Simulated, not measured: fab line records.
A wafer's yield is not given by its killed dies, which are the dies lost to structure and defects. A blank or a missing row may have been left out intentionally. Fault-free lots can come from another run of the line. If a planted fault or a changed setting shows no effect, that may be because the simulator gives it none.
A lot that was struck, set against a sound lot -- flow rit-cmos -- 20 steps out of a route of 202
Sound: the wafers L627.3, L627.5, L627.6. Wafers L618.2, L618.3, L618.5 were the ones struck. The cause is given at the end.
Per side, at each step with rows, come the tool, then ch with its chambers, and then its first start. Under that, the readings that differ: sound wafers -- struck wafers -- difference of the means -- sigmas: that difference in standard deviations of wafers without a fault.
alike: readings whose means differ by less than 2 such deviations, and words and numbers that are the same on both sides. not compared: withheld readings, readings that some wafer has no value for, bounds like >300 that may hide the same value, and numbers for which the record gives no deviation and whose values overlap.
A row with sigmas, a row that says differs or no value, or rows on one side alone: a step with any of these is where the two part. When numbers do not overlap yet have no deviation, they are printed without sigmas and do not part them. A reading missing from all wafers of one side parts the sides only when that side holds two or more wafers.

first, 6 steps without rows for these wafers: RIT_NRETRO_HMDS_00 (prime time 60 s); RIT_NRETRO_COAT_01 (resist thk 1300 nm); RIT_NRETRO_SOFTBAKE_02 (time 60 s); RIT_NRETRO_EXPOSE_03 (exposes mask M4, target cd 43900 nm); RIT_NRETRO_PEB_04; RIT_NRETRO_DEVELOP_05 (develop time 68 s).
RIT_NRETRO_OVL_MEAS_06:
  struck on overlay-02, day 4 14:48; sound on overlay-01, day 6 14:19
  alike: NRETRO_OVL
then, 2 steps without rows for these wafers: RIT_NRETRO_HARDBAKE_07 (time 120 s); RIT_NRETRO_IMPLANT_08.
RIT_NRETRO_STRIP_09: strips in O2, time 180 s.
  sound on plasma-asher-02 ch 0,1, day 6 14:48; struck on plasma-asher-01 ch 0, day 4 15:14
  alike: drypump-motor-current-A
  not compared: rf-hours-counter-h
RIT_NRETRO_TW_MEAS_10:
  struck on film-metro-04, day 4 15:25; sound on film-metro-01, day 6 14:56
  alike: NRETRO_TW
then, 1 step without rows for these wafers: RIT_PRETRO_HMDS_00 (prime time 60 s).
RIT_PRETRO_COAT_01: resist thk 1300 nm.
  struck on litho-track-01, day 4 15:38; sound on litho-track-03 ch 0, day 6 15:11
  no value came back on the struck wafers for chill-plate-temp-C (C), dispense-pressure-kPa (kPa); on the sound wafers chill-plate-temp-C (C) reads 22.88 22.89 22.86
then, 4 steps without rows for these wafers: RIT_PRETRO_SOFTBAKE_02 (time 60 s); RIT_PRETRO_EXPOSE_03 (exposes mask M5, target cd 43700 nm); RIT_PRETRO_PEB_04; RIT_PRETRO_DEVELOP_05 (develop time 68 s).
RIT_PRETRO_OVL_MEAS_06:
  struck on overlay-01, day 4 16:28; sound on overlay-01, day 6 15:52
reading,sound,struck,difference,sigmas
PRETRO_OVL (nm),0.9 1.2 1.7,- - -,no value on the struck wafers,
then, 1 step without rows for these wafers: RIT_PRETRO_HARDBAKE_07 (time 120 s).
RIT_M1_PROBE_99:
  record: rows for the struck wafers here (prober-01, day 5 21:11), none for the sound ones

== WHERE THEY PART ==
Last at RIT_M1_PROBE_99 as far as this record goes, first at RIT_PRETRO_COAT_01.

WHY: the cause the simulator had injected
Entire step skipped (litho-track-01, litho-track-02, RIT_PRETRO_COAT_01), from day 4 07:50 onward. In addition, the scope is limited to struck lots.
